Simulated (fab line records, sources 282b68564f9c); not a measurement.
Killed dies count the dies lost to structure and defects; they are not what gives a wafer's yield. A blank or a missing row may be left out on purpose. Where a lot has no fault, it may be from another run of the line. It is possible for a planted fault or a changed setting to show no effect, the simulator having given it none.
Problem report in the 8D (eight disciplines) form, filled by code | flow rit-cmos | the parts of the form that need people (team, actions taken, sign-off) are left out

== 1. PROBLEM STATEMENT ==
RIT_GATE_CLEAN_04, run-length-s: mean 146 s on 3 wafers (1 lot); fault-free wafers 89 s, standard deviation 3.8. Relative to the usual mean, that is a shift of +15 standard deviations.
The step: cleans in dHF, time 60 s.
First seen on wafer L680.3, day 4 09:38, on wet-bench-02. The record holds 15 wafers of 5 lots with a number at this step. By rule, "out" or "out of limits" means more than 4 standard deviations away from the usual mean. The other wafers with a number count as sound.

== 2. WHAT IT IS AND WHAT IT IS NOT ==
question                    | is                     | is not
which readings at this step | run-length-s           | -
which lots                  | L680                   | L670, L674, L689, L693
which wafers of those lots  | all that have a number | -
read on which tools         | wet-bench-02           | wet-bench-01, wet-bench-04
when                        | from day 4 09:38       | up to then (6 sound wafers); but 6 sound wafers of L689, L693 came after

== 3. THE SUSPECTS, EACH WITH WHAT RULES IT OUT ==
Counting: any tool at a process step up to the reading is kept as a suspect provided that every lot that is out went through it and no sound lot did after the first of them.
- plasma-asher-04 at RIT_PRETRO_STRIP_09 (strips in O2, time 180 s): kept. It ran the lot that is out, L680 (day 4 09:02), and no sound lot after that.
- wet-bench-02 at RIT_GATE_CLEAN_04 (cleans in dHF, time 60 s): kept. It ran the lot that is out, L680 (day 4 09:38), and no sound lot after that; its last sound lot up to then is L674 (day 3 05:16). Its own readings are out on those wafers: run-length-s.
Remaining after the count are plasma-asher-04 at RIT_PRETRO_STRIP_09 and wet-bench-02 at RIT_GATE_CLEAN_04.

== 4. THE CAUSE (what the simulator had put in) ==
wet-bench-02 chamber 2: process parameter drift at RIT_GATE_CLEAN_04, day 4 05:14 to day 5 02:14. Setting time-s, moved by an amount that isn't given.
2 suspects survive the count, and this tool is in that group.

== 5. THE CHAIN OF EFFECTS, in route order ==
Each row: a reading where the mean over the struck wafers with a number is more than 3 standard deviations away from the usual. Only readings whose record carries a usual standard deviation are examined. hours: median over the lots of the time between each lot's start at the first step of this table that gives one and its start at this step. sigmas: the change, counted in usual standard deviations.
hours | step              | reading      | usual | on struck wafers | change | sigmas
0     | RIT_GATE_CLEAN_04 | run-length-s | 89 s  | 146              | +57    | +15
It contains these process steps:
- RIT_GATE_CLEAN_04: cleans in dHF, time 60 s.
Later steps that measure or inspect, where all struck wafers having a row at the step show a number for every such reading and not one has moved that far: RIT_FOX2_THK_MEAS_91, RIT_GATE_THK_MEAS_07, RIT_GATE_THK_MEAS_09, RIT_GATE_CD_MEAS_16, RIT_GATE_OVL_MEAS_17, RIT_GATE_CD_MEAS_90, RIT_REOX_THK_MEAS_04.

== 6. HOW IT WOULD HAVE BEEN CAUGHT EARLIER ==
In this record no reading fell out of limits until day 4 09:38, 4 hours after the fault had begun at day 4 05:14.
